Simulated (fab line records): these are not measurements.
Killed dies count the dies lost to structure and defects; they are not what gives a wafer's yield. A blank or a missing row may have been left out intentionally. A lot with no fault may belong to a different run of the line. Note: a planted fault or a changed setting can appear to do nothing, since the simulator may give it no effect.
Which tool is to blame? || flow berkeley cmos170 || 6 lots, 18 wafers sampled, at 2 steps of a route of 331

## WHAT EACH GAUGE READ, for each wafer
UCB170_M2_RS_MEAS_02: a four-point-probe measurement.
{"lot": "L853", "measured": "day 8 03:41", "on": "film metro-04", "M2_AL_RS (ohm/sq)": "0.0327 0.0321 0.0325"}
{"lot": "L852", "measured": "day 8 01:32", "on": "film metro-03", "M2_AL_RS (ohm/sq)": "0.0322 0.0321 0.0319"}
{"lot": "L859", "measured": "day 9 03:15", "on": "film metro-03", "M2_AL_RS (ohm/sq)": "0.0318 0.0317 0.0318"}
{"lot": "L860", "measured": "day 9 07:25", "on": "film metro-04", "M2_AL_RS (ohm/sq)": "0.0324 0.0323 0.0326"}
{"lot": "L864", "measured": "day 10 02:53", "on": "film metro-03", "M2_AL_RS (ohm/sq)": "0.0321 0.0317 0.0317"}
{"lot": "L869", "measured": "day 11 07:26", "on": "film metro-03", "M2_AL_RS (ohm/sq)": "0.0249 0.0320 0.0249"}

## EACH LOT AND THE TOOL THAT RAN IT (in order: tool; ch and the chambers of the sampled wafers; start)
{"lot": "L853", "UCB170_M2_SPUTTER_01": "pvd sputter-02, day 8 03:34"}
{"lot": "L852", "UCB170_M2_SPUTTER_01": "pvd sputter-04, day 8 01:25"}
{"lot": "L859", "UCB170_M2_SPUTTER_01": "pvd sputter-01, day 9 03:10"}
{"lot": "L860", "UCB170_M2_SPUTTER_01": "pvd sputter-02, day 9 07:20"}
{"lot": "L864", "UCB170_M2_SPUTTER_01": "pvd sputter-01, day 10 02:48"}
{"lot": "L869", "UCB170_M2_SPUTTER_01": "pvd sputter-02, day 11 07:19"}
- UCB170_M2_SPUTTER_01: material Al, target thk 900 nm, time 120 s.

## THE ANSWER, worked out from the rows above alone
Rule: usual is defined by the lots themselves. The widest of any qualifying gaps counts: lots, ordered by their means at a reading, are off when they make up no more than a third of the lots, leave a main group of 4 or more, and stand apart from it by 3 or more times the standard deviation of that group's means. A main group is skipped when, at the precision printed for the reading in the tables above, its means are all equal. A lot without any number at a reading at which 4 lots or more have one is off too. All remaining lots with rows at the step are treated as sound.
Off: L869, at UCB170_M2_RS_MEAS_02 (M2_AL_RS). For the main group the mean is 0.0321 ohm/sq and the standard deviation 0.00028.
If a tool, at a process step before that reading, ran all the lots that are off and no sound lot after the first of them, it fits. The gauges at UCB170_M2_RS_MEAS_02 are tried like those tools. Can't be told from this: 2 tools fit, pvd sputter-02 at UCB170_M2_SPUTTER_01, film metro-03 at UCB170_M2_RS_MEAS_02.

## WHAT THE SIMULATOR HAD INSERTED
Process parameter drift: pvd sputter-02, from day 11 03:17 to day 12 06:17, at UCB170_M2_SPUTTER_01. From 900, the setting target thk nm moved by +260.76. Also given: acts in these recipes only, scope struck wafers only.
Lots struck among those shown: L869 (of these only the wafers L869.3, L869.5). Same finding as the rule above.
